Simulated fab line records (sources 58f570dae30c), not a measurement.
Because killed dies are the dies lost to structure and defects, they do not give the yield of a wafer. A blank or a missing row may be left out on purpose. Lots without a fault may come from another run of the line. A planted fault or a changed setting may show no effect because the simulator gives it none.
A sampling plan put to the test || flow berkeleyCmos170 || one line in one fab, 40 faults in these records, each fault weighed on the records of the lots it struck
The plan consists of the line's own looks: route steps at which the wafer is read by a gauge or an inspection but not changed. A look is open to judgement when struck wafers have a number at it and the file gives its usual mean and standard deviation on fault-free wafers. Caught: the struck wafers' mean, at a look after the fault's first step, is 4 or more of those standard deviations (sigma) away from the usual mean. On the tool: here the same test is run on the tool's own readings at the fault's steps. It also counts as caught if the struck wafers ran another recipe or if their record alone is blank.

THE FAULTS, as the simulator had put them in
1. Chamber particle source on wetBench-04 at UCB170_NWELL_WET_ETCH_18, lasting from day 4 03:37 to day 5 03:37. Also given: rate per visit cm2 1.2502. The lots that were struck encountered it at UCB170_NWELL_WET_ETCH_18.
2. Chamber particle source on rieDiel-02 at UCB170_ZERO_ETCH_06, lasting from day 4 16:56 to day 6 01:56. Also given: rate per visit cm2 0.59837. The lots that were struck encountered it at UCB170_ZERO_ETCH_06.
3. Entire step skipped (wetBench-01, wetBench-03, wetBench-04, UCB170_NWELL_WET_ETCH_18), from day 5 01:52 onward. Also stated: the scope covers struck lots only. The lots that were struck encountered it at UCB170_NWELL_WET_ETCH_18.
4. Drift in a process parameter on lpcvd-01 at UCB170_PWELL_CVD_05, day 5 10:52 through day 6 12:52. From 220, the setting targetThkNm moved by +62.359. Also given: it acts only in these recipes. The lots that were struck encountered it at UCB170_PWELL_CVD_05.
5. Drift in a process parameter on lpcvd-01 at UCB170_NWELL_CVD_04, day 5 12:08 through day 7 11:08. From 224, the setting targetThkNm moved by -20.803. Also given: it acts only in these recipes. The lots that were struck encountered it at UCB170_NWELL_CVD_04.
6. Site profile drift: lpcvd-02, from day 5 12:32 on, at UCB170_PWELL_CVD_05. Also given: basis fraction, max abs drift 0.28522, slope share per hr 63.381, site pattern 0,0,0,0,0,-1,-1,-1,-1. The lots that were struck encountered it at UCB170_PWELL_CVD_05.
7. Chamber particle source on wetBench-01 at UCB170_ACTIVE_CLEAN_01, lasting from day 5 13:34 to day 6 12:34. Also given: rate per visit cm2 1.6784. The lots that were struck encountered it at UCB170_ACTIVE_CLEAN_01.
8. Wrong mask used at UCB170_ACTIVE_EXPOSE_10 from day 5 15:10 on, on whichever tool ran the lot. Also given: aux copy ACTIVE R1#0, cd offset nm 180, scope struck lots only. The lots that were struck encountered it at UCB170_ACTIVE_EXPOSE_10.
9. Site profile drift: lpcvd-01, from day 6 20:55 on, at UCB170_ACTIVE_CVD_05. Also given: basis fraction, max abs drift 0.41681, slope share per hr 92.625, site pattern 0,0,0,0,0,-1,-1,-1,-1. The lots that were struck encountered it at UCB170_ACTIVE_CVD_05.
10. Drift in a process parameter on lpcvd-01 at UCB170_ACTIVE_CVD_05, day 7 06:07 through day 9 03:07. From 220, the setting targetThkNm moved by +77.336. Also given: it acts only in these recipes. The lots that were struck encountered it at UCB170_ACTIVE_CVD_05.
11. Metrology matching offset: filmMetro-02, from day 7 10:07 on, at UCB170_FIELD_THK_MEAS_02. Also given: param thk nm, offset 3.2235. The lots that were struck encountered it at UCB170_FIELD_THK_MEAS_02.
12. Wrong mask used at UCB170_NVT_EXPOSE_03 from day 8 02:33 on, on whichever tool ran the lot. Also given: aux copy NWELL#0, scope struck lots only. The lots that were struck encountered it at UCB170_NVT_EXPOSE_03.
13. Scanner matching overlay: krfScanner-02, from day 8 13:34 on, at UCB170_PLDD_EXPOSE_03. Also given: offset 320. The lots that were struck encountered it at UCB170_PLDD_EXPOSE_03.
14. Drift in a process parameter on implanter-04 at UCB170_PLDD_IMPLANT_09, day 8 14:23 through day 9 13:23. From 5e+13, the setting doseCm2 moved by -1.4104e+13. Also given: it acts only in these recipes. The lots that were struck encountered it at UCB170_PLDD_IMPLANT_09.
15. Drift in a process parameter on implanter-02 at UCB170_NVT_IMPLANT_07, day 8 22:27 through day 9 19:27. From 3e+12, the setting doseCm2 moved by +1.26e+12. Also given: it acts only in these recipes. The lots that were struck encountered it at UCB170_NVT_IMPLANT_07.
16. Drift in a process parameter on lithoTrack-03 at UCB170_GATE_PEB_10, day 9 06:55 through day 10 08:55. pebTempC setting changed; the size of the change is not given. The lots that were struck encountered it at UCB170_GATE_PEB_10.
17. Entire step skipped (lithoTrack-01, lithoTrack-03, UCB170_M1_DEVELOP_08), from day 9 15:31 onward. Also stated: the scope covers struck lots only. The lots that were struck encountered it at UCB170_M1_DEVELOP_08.
18. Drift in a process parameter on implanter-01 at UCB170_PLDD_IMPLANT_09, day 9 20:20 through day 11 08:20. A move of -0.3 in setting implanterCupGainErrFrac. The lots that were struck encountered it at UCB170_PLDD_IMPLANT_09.
19. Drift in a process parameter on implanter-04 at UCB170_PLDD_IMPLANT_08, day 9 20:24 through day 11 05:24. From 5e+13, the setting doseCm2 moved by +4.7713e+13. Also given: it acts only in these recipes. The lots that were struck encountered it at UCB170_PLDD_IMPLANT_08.
20. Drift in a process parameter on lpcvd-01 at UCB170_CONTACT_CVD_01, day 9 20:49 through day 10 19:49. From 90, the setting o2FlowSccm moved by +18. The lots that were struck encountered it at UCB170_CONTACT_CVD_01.
21. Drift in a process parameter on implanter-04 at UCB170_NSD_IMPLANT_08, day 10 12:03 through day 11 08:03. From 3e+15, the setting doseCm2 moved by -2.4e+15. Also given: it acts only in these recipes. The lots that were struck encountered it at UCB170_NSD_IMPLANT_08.
22. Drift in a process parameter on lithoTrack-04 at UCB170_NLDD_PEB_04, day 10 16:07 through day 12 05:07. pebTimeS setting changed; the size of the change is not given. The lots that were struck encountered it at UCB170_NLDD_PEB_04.
23. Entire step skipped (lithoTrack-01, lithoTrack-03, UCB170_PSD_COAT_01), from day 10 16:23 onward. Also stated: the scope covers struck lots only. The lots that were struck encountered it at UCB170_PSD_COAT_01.
24. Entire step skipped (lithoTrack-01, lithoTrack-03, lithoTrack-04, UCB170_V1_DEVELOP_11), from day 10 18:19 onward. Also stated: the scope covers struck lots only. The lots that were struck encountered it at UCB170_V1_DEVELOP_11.
25. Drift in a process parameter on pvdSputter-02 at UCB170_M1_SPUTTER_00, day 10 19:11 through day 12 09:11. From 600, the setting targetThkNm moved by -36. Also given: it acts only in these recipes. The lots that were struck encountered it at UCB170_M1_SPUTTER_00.
26. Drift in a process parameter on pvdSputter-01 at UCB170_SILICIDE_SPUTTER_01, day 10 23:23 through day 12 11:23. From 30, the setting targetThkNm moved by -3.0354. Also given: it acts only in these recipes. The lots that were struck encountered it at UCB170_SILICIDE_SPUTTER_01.
27. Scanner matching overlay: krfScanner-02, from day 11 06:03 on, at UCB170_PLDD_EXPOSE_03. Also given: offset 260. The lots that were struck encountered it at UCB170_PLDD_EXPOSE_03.
28. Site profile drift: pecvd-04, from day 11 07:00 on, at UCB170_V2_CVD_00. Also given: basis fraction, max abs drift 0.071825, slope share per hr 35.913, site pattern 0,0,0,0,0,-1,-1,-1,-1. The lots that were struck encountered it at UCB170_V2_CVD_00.
29. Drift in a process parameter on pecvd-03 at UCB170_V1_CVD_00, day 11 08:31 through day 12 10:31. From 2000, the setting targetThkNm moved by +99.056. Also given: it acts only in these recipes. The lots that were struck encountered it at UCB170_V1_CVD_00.
30. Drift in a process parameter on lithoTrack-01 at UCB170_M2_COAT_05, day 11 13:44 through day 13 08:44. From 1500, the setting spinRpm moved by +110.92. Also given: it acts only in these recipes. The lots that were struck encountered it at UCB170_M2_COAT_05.
31. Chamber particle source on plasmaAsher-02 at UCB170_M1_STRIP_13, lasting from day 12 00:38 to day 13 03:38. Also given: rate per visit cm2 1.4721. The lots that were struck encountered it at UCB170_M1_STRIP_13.
32. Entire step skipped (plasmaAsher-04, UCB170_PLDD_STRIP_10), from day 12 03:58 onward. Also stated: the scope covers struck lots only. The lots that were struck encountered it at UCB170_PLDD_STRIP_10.
33. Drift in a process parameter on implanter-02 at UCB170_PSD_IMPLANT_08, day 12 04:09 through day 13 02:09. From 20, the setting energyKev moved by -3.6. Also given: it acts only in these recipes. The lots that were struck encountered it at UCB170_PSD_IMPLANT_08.
34. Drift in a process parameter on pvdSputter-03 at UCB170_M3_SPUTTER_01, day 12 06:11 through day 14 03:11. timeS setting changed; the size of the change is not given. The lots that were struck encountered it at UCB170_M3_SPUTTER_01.
35. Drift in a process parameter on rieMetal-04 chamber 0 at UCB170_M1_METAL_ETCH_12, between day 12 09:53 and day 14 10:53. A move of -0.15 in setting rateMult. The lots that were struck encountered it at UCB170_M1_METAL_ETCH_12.
36. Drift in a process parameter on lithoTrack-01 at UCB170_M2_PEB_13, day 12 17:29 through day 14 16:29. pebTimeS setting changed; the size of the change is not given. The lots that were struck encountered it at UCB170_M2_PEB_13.
37. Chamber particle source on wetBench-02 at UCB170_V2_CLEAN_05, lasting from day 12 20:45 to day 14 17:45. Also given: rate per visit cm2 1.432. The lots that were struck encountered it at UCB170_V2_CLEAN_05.
38. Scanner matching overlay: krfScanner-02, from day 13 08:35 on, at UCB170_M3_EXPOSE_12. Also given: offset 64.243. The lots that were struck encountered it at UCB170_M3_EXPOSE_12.
39. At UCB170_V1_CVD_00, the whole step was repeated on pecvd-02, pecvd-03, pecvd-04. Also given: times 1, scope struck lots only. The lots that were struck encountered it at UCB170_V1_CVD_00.
40. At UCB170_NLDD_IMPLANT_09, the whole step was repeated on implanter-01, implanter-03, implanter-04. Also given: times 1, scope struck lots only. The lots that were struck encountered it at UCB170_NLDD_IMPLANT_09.

WHAT THE PLAN SAW
{"fault": 1, "on the tool itself": "under 2 sigma", "first look that catches it": "none of the 3 looks that can be judged after it", "reading, sigma": "-", "median hours from its first step to that look": "-", "hours from the fault's start to the first struck lot there": "-", "judged looks passed uncaught": 3}
{"fault": 2, "on the tool itself": "under 2 sigma", "first look that catches it": "none of the 2 looks that can be judged after it", "reading, sigma": "-", "median hours from its first step to that look": "-", "hours from the fault's start to the first struck lot there": "-", "judged looks passed uncaught": 2}
{"fault": 3, "on the tool itself": "the tool's record is blank for the struck wafers", "first look that catches it": "no look after it can be judged", "reading, sigma": "-", "median hours from its first step to that look": "-", "hours from the fault's start to the first struck lot there": "-", "judged looks passed uncaught": 0}
{"fault": 4, "on the tool itself": "under 2 sigma", "first look that catches it": "UCB170_PWELL_THK_MEAS_06", "reading, sigma": "PWELL_NITRIDE_THK +29", "median hours from its first step to that look": 1.9, "hours from the fault's start to the first struck lot there": 16, "judged looks passed uncaught": 0}
{"fault": 5, "on the tool itself": "under 2 sigma", "first look that catches it": "UCB170_NWELL_THK_MEAS_05", "reading, sigma": "NWELL_NITRIDE_THK -9.6", "median hours from its first step to that look": 1.9, "hours from the fault's start to the first struck lot there": 5, "judged looks passed uncaught": 0}
{"fault": 6, "on the tool itself": "under 2 sigma", "first look that catches it": "UCB170_PWELL_THK_MEAS_06", "reading, sigma": "PWELL_NITRIDE_THK -12", "median hours from its first step to that look": 1.9, "hours from the fault's start to the first struck lot there": 4, "judged looks passed uncaught": 0}
{"fault": 7, "on the tool itself": "no reading that can be judged", "first look that catches it": "no look after it can be judged", "reading, sigma": "-", "median hours from its first step to that look": "-", "hours from the fault's start to the first struck lot there": "-", "judged looks passed uncaught": 0}
{"fault": 8, "on the tool itself": "no reading that can be judged", "first look that catches it": "UCB170_ACTIVE_CD_MEAS_13", "reading, sigma": "cdNm +99 or beyond", "median hours from its first step to that look": 0.4, "hours from the fault's start to the first struck lot there": 5, "judged looks passed uncaught": 0}
{"fault": 9, "on the tool itself": "under 2 sigma", "first look that catches it": "UCB170_ACTIVE_THK_MEAS_06", "reading, sigma": "ACTIVE_NITRIDE_THK -26", "median hours from its first step to that look": 1.9, "hours from the fault's start to the first struck lot there": 7, "judged looks passed uncaught": 0}
{"fault": 10, "on the tool itself": "under 2 sigma", "first look that catches it": "UCB170_ACTIVE_THK_MEAS_06", "reading, sigma": "ACTIVE_NITRIDE_THK +47", "median hours from its first step to that look": 1.9, "hours from the fault's start to the first struck lot there": 6, "judged looks passed uncaught": 0}
{"fault": 11, "on the tool itself": "under 2 sigma", "first look that catches it": "none of the 5 looks that can be judged after it", "reading, sigma": "-", "median hours from its first step to that look": "-", "hours from the fault's start to the first struck lot there": "-", "judged looks passed uncaught": 5}
{"fault": 12, "on the tool itself": "no reading that can be judged", "first look that catches it": "UCB170_NVT_TW_MEAS_09", "reading, sigma": "NVT_TW -74", "median hours from its first step to that look": 0.9, "hours from the fault's start to the first struck lot there": 11, "judged looks passed uncaught": 0}
{"fault": 13, "on the tool itself": "under 2 sigma", "first look that catches it": "UCB170_PLDD_OVL_MEAS_07", "reading, sigma": "PLDD_OVL +57", "median hours from its first step to that look": 0.5, "hours from the fault's start to the first struck lot there": 1, "judged looks passed uncaught": 0}
{"fault": 14, "on the tool itself": "doseIonsCm2 -99 or beyond sigma", "first look that catches it": "UCB170_PLDD_TW_MEAS_11", "reading, sigma": "PLDD_TW -6.8", "median hours from its first step to that look": 0.2, "hours from the fault's start to the first struck lot there": 1, "judged looks passed uncaught": 0}
{"fault": 15, "on the tool itself": "doseIonsCm2 +99 or beyond sigma", "first look that catches it": "UCB170_NVT_TW_MEAS_09", "reading, sigma": "NVT_TW +8.0", "median hours from its first step to that look": 0.2, "hours from the fault's start to the first struck lot there": 9, "judged looks passed uncaught": 0}
{"fault": 16, "on the tool itself": "heaterPowerTotalW -56 sigma", "first look that catches it": "UCB170_GATE_CD_MEAS_12", "reading, sigma": "cdNm +25", "median hours from its first step to that look": 0.3, "hours from the fault's start to the first struck lot there": 0, "judged looks passed uncaught": 0}
{"fault": 17, "on the tool itself": "no reading that can be judged", "first look that catches it": "no look after it can be judged", "reading, sigma": "-", "median hours from its first step to that look": "-", "hours from the fault's start to the first struck lot there": "-", "judged looks passed uncaught": 0}
{"fault": 18, "on the tool itself": "beamOnS +21 sigma", "first look that catches it": "UCB170_PLDD_TW_MEAS_11", "reading, sigma": "PLDD_TW +10", "median hours from its first step to that look": 0.2, "hours from the fault's start to the first struck lot there": 11, "judged looks passed uncaught": 0}
{"fault": 19, "on the tool itself": "doseIonsCm2 +99 or beyond sigma", "first look that catches it": "UCB170_PLDD_TW_MEAS_11", "reading, sigma": "PLDD_TW +19", "median hours from its first step to that look": 0.4, "hours from the fault's start to the first struck lot there": 12, "judged looks passed uncaught": 0}
{"fault": 20, "on the tool itself": "o2FlowSccm +77 sigma", "first look that catches it": "UCB170_CONTACT_THK_MEAS_02", "reading, sigma": "CONTACT_PSG_THK +9.9", "median hours from its first step to that look": 1.8, "hours from the fault's start to the first struck lot there": 11, "judged looks passed uncaught": 0}
{"fault": 21, "on the tool itself": "doseIonsCm2 -99 or beyond sigma", "first look that catches it": "UCB170_NSD_TW_MEAS_10", "reading, sigma": "NSD_TW -36", "median hours from its first step to that look": 0.2, "hours from the fault's start to the first struck lot there": 9, "judged looks passed uncaught": 0}
{"fault": 22, "on the tool itself": "under 2 sigma", "first look that catches it": "UCB170_NLDD_CD_MEAS_06", "reading, sigma": "cdNm +7.0", "median hours from its first step to that look": 0.3, "hours from the fault's start to the first struck lot there": 7, "judged looks passed uncaught": 0}
{"fault": 23, "on the tool itself": "the tool's record is blank for the struck wafers", "first look that catches it": "no look after it can be judged", "reading, sigma": "-", "median hours from its first step to that look": "-", "hours from the fault's start to the first struck lot there": "-", "judged looks passed uncaught": 0}
{"fault": 24, "on the tool itself": "no reading that can be judged", "first look that catches it": "no look after it can be judged", "reading, sigma": "-", "median hours from its first step to that look": "-", "hours from the fault's start to the first struck lot there": "-", "judged looks passed uncaught": 0}
{"fault": 25, "on the tool itself": "under 2 sigma", "first look that catches it": "UCB170_M1_RS_MEAS_01", "reading, sigma": "M1_AL_RS +7.8", "median hours from its first step to that look": 0.1, "hours from the fault's start to the first struck lot there": 9, "judged looks passed uncaught": 0}
{"fault": 26, "on the tool itself": "under 2 sigma", "first look that catches it": "UCB170_SILICIDE_RS_MEAS_02", "reading, sigma": "SILICIDE_TI_RS +10", "median hours from its first step to that look": 0.1, "hours from the fault's start to the first struck lot there": 0, "judged looks passed uncaught": 0}
{"fault": 27, "on the tool itself": "no reading that can be judged", "first look that catches it": "UCB170_PLDD_OVL_MEAS_07", "reading, sigma": "PLDD_OVL +46", "median hours from its first step to that look": 1.6, "hours from the fault's start to the first struck lot there": 12, "judged looks passed uncaught": 0}
{"fault": 28, "on the tool itself": "under 2 sigma", "first look that catches it": "UCB170_V2_THK_MEAS_04", "reading, sigma": "V2_POLISHED_THK -58", "median hours from its first step to that look": 0.6, "hours from the fault's start to the first struck lot there": 8, "judged looks passed uncaught": 1}
{"fault": 29, "on the tool itself": "under 2 sigma", "first look that catches it": "not the one look that can be judged after it", "reading, sigma": "strongest: V1_TEOS_THK at UCB170_V1_THK_MEAS_01, +3.8", "median hours from its first step to that look": "-", "hours from the fault's start to the first struck lot there": "-", "judged looks passed uncaught": 1}
{"fault": 30, "on the tool itself": "spinSpeedRpm +99 or beyond sigma", "first look that catches it": "no look after it can be judged", "reading, sigma": "-", "median hours from its first step to that look": "-", "hours from the fault's start to the first struck lot there": "-", "judged looks passed uncaught": 0}
{"fault": 31, "on the tool itself": "under 2 sigma", "first look that catches it": "not the one look that can be judged after it", "reading, sigma": "-", "median hours from its first step to that look": "-", "hours from the fault's start to the first struck lot there": "-", "judged looks passed uncaught": 1}
{"fault": 32, "on the tool itself": "the tool's record is blank for the struck wafers", "first look that catches it": "UCB170_NLDD_TW_MEAS_11", "reading, sigma": "NLDD_TW -99 or beyond", "median hours from its first step to that look": 2.2, "hours from the fault's start to the first struck lot there": 8, "judged looks passed uncaught": 0}
{"fault": 33, "on the tool itself": "beamEnergyKeV -99 or beyond sigma", "first look that catches it": "UCB170_PSD_TW_MEAS_10", "reading, sigma": "PSD_TW -7.6", "median hours from its first step to that look": 0.2, "hours from the fault's start to the first struck lot there": 0, "judged looks passed uncaught": 0}
{"fault": 34, "on the tool itself": "under 2 sigma", "first look that catches it": "UCB170_M3_RS_MEAS_02", "reading, sigma": "M3_AL_RS +4.9", "median hours from its first step to that look": 0.1, "hours from the fault's start to the first struck lot there": 6, "judged looks passed uncaught": 0}
{"fault": 35, "on the tool itself": "under 2 sigma", "first look that catches it": "no look after it can be judged", "reading, sigma": "-", "median hours from its first step to that look": "-", "hours from the fault's start to the first struck lot there": "-", "judged looks passed uncaught": 0}
{"fault": 36, "on the tool itself": "no reading that can be judged", "first look that catches it": "UCB170_M2_CD_MEAS_15", "reading, sigma": "cdNm -9.6", "median hours from its first step to that look": 0.6, "hours from the fault's start to the first struck lot there": 9, "judged looks passed uncaught": 0}
{"fault": 37, "on the tool itself": "no reading that can be judged", "first look that catches it": "none of the 7 looks that can be judged after it", "reading, sigma": "-", "median hours from its first step to that look": "-", "hours from the fault's start to the first struck lot there": "-", "judged looks passed uncaught": 7}
{"fault": 38, "on the tool itself": "under 2 sigma", "first look that catches it": "UCB170_M3_OVL_MEAS_16", "reading, sigma": "M3_OVL +13", "median hours from its first step to that look": 0.9, "hours from the fault's start to the first struck lot there": 4, "judged looks passed uncaught": 0}
{"fault": 39, "on the tool itself": "under 2 sigma", "first look that catches it": "UCB170_V1_THK_MEAS_01", "reading, sigma": "V1_TEOS_THK +86", "median hours from its first step to that look": 0.5, "hours from the fault's start to the first struck lot there": "-", "judged looks passed uncaught": 0}
{"fault": 40, "on the tool itself": "under 2 sigma", "first look that catches it": "UCB170_NLDD_TW_MEAS_11", "reading, sigma": "NLDD_TW +15", "median hours from its first step to that look": 0.7, "hours from the fault's start to the first struck lot there": "-", "judged looks passed uncaught": 0}
A dash: the fault isn't caught, or these records don't give the number.

Caught at a look: 27 of 40. Caught on the tool: 12 of 40. By one or the other: 30 of 40.
Faults caught by the tool alone: 3, 23, 30.
Caught at a look alone: faults 4, 5, 6, 8, 9, 10, 12, 13, 22, 25, 26, 27, 28, 34, 36, 38, 39, 40.
Caught by neither: faults 1, 2, 7, 11, 17, 24, 29, 31, 35, 37.

THINNER SAMPLING
In the worst case, this is how late the first struck lot would be measured if the look that catches a fault measured only every second or every third lot, by lot number:
{"fault": 4, "struck lots at that look, in order of time": "L827, L828", "every lot": "16 h", "every second lot": "16 h", "every third lot": "may miss all 2"}
{"fault": 5, "struck lots at that look, in order of time": "L220, L221", "every lot": "5 h", "every second lot": "13 h", "every third lot": "may miss all 2"}
{"fault": 6, "struck lots at that look, in order of time": "L750, L757, L758", "every lot": "4 h", "every second lot": "46 h", "every third lot": "46 h"}
{"fault": 8, "struck lots at that look, in order of time": "L279", "every lot": "5 h", "every second lot": "may miss it", "every third lot": "may miss it"}
{"fault": 9, "struck lots at that look, in order of time": "L291, L292, L294, L293", "every lot": "7 h", "every second lot": "7 h", "every third lot": "15 h"}
{"fault": 10, "struck lots at that look, in order of time": "L530, L529, L531", "every lot": "6 h", "every second lot": "6 h", "every third lot": "16 h"}
{"fault": 12, "struck lots at that look, in order of time": "L526", "every lot": "11 h", "every second lot": "may miss it", "every third lot": "may miss it"}
{"fault": 13, "struck lots at that look, in order of time": "L959, L964", "every lot": "1 h", "every second lot": "42 h", "every third lot": "may miss all 2"}
{"fault": 14, "struck lots at that look, in order of time": "L546, L550", "every lot": "1 h", "every second lot": "may miss all 2", "every third lot": "may miss all 2"}
{"fault": 15, "struck lots at that look, in order of time": "L905, L906", "every lot": "9 h", "every second lot": "10 h", "every third lot": "may miss all 2"}
{"fault": 16, "struck lots at that look, in order of time": "L538, L537, L540", "every lot": "0 h", "every second lot": "0 h", "every third lot": "may miss all 3"}
{"fault": 18, "struck lots at that look, in order of time": "L858, L859", "every lot": "11 h", "every second lot": "12 h", "every third lot": "may miss all 2"}
{"fault": 19, "struck lots at that look, in order of time": "L181, L186", "every lot": "12 h", "every second lot": "25 h", "every third lot": "may miss all 2"}
{"fault": 20, "struck lots at that look, in order of time": "L664, L665", "every lot": "11 h", "every second lot": "11 h", "every third lot": "may miss all 2"}
{"fault": 21, "struck lots at that look, in order of time": "L173, L174", "every lot": "9 h", "every second lot": "10 h", "every third lot": "may miss all 2"}
{"fault": 22, "struck lots at that look, in order of time": "L363, L365", "every lot": "7 h", "every second lot": "may miss all 2", "every third lot": "may miss all 2"}
{"fault": 25, "struck lots at that look, in order of time": "L890, L889, L894", "every lot": "9 h", "every second lot": "11 h", "every third lot": "25 h"}
{"fault": 26, "struck lots at that look, in order of time": "L205, L210, L209", "every lot": "0 h", "every second lot": "12 h", "every third lot": "18 h"}
{"fault": 27, "struck lots at that look, in order of time": "L768, L767, L769", "every lot": "12 h", "every second lot": "12 h", "every third lot": "13 h"}
{"fault": 28, "struck lots at that look, in order of time": "L224, L226", "every lot": "8 h", "every second lot": "may miss all 2", "every third lot": "may miss all 2"}
{"fault": 32, "struck lots at that look, in order of time": "L673, L672", "every lot": "8 h", "every second lot": "8 h", "every third lot": "may miss all 2"}
{"fault": 33, "struck lots at that look, in order of time": "L785, L788", "every lot": "0 h", "every second lot": "5 h", "every third lot": "may miss all 2"}
{"fault": 34, "struck lots at that look, in order of time": "L569, L570", "every lot": "6 h", "every second lot": "25 h", "every third lot": "may miss all 2"}
{"fault": 36, "struck lots at that look, in order of time": "L910, L911", "every lot": "9 h", "every second lot": "12 h", "every third lot": "may miss all 2"}
{"fault": 38, "struck lots at that look, in order of time": "L619, L620, L623", "every lot": "4 h", "every second lot": "5 h", "every third lot": "may miss all 3"}
Hours are from the fault's start to the first struck lot that is measured. 4 sigma limit: tested on the pooled struck wafers, so a lone lot may be under it. Other struck lots may not be in these records.

THE LONGEST TIMED WAY FROM STEP TO LOOK
Fault 32: median gap of 2.2 hours between UCB170_PLDD_STRIP_10 and UCB170_NLDD_TW_MEAS_11. No look between them can be judged.
